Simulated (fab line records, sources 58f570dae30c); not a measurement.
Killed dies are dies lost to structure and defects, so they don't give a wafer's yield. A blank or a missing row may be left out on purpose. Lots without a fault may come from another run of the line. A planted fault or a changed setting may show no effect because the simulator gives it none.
Tool commonality check | flow berkeley_cmos170 | 14 lots, 42 wafers sampled

WHY IT WAS OPENED
At UCB170_SPACER_THK_MEAS_01 the reading SPACER_TEOS_THK is flagged on 2 of 14 lots. Wafers without a fault read 375 nm, standard deviation 4.4.
Rule: a lot is flagged when every wafer of it that has a number lies more than 4 standard deviations from that mean, or none has a number. The other lots count as sound.

lot  | measured     | on            | SPACER_TEOS_THK (nm), wafer by wafer | flag
L128 | day 7 00:20  | film_metro-01 | 371 372 374                          |
L131 | day 8 03:29  | film_metro-03 | 375 384 379                          |
L132 | day 8 03:40  | film_metro-02 | 376 382 376                          |
L135 | day 8 09:29  | film_metro-02 | 380 379 383                          |
L138 | day 8 19:23  | film_metro-02 | 374 383 378                          |
L137 | day 8 20:52  | film_metro-03 | 373 371 379                          |
L136 | day 8 20:58  | film_metro-01 | 370 374 374                          |
L134 | day 8 21:13  | film_metro-03 | 370 380 381                          |
L140 | day 9 12:28  | film_metro-03 | 376 381 382                          |
L141 | day 10 10:28 | film_metro-02 | 379 379 380                          |
L146 | day 11 02:48 | film_metro-02 | 324 331 329                          | FLAGGED
L151 | day 12 13:47 | film_metro-03 | 371 375 377                          |
L150 | day 12 14:02 | film_metro-02 | 322 332 336                          | FLAGGED
L149 | day 12 14:29 | film_metro-03 | 370 369 373                          |
The numbers of the flagged lots are 329 nm on average: -46 nm against the usual, or -10 standard deviations.

WHICH TOOL RAN EACH LOT
The record holds 1 process step before the reading, out of a route of 331 steps. In each cell: the tool, then ch and the chambers that the sampled wafers went through, then the start.
lot  | flag    | UCB170_SPACER_CVD_00
L128 |         | pecvd-01 ch 0,1, day 7 00:18
L131 |         | pecvd-04 ch 0,1,2, day 8 03:25
L132 |         | pecvd-03 ch 0,2, day 8 03:37
L135 |         | pecvd-04 ch 0,1,2, day 8 09:26
L138 |         | pecvd-01 ch 0,1,2, day 8 19:20
L137 |         | pecvd-04 ch 1,2, day 8 20:49
L136 |         | pecvd-03 ch 0,1, day 8 20:56
L134 |         | pecvd-01 ch 0,1,2, day 8 21:10
L140 |         | pecvd-03 ch 1,2, day 9 12:25
L141 |         | pecvd-01 ch 0,1,2, day 10 10:25
L146 | FLAGGED | pecvd-01 ch 0,2, day 11 02:46
L151 |         | pecvd-03 ch 0,2, day 12 13:44
L150 | FLAGGED | pecvd-01 ch 0,2, day 12 13:59
L149 |         | pecvd-03 ch 0,1,2, day 12 14:26
What these steps do:
- UCB170_SPACER_CVD_00: deposits SiO2 from TEOS/O2, target thk 376 nm, time 47 s.
- UCB170_SPACER_THK_MEAS_01

FLAGGED OVER TOTAL, TOOL BY TOOL (the gauges that took the reading come last)
step                      | tool          | lots run | flagged | share of the flagged lots | sound lots run after its first flagged lot
UCB170_SPACER_CVD_00      | pecvd-01      | 6        | 2       | all                       | 0
UCB170_SPACER_CVD_00      | pecvd-03      | 5        | 0       | none                      | -
UCB170_SPACER_CVD_00      | pecvd-04      | 3        | 0       | none                      | -
UCB170_SPACER_THK_MEAS_01 | film_metro-01 | 2        | 0       | none                      | -
UCB170_SPACER_THK_MEAS_01 | film_metro-02 | 6        | 2       | all                       | 0
UCB170_SPACER_THK_MEAS_01 | film_metro-03 | 6        | 0       | none                      | -

WHAT THE TABLE ALLOWS
2 rows of the table ran every flagged lot: pecvd-01 at UCB170_SPACER_CVD_00, film_metro-02 at UCB170_SPACER_THK_MEAS_01.
- pecvd-01 at UCB170_SPACER_CVD_00: 2 of its 6 lots flagged. Its last sound lot is L141 (day 10 10:25), its first flagged lot L146 (day 11 02:46): a fault that began between those two fits.
- film_metro-02 at UCB170_SPACER_THK_MEAS_01: 2 of its 6 lots flagged. Its last sound lot is L141 (day 10 10:28), its first flagged lot L146 (day 11 02:48): a fault that began between those two fits.
Counting lots can't tell these 2 tools apart, because each fits a fault that began at some hour. More lots, or a look at what each step does to the wafer, might.

WHAT THE SIMULATOR HAD PUT IN
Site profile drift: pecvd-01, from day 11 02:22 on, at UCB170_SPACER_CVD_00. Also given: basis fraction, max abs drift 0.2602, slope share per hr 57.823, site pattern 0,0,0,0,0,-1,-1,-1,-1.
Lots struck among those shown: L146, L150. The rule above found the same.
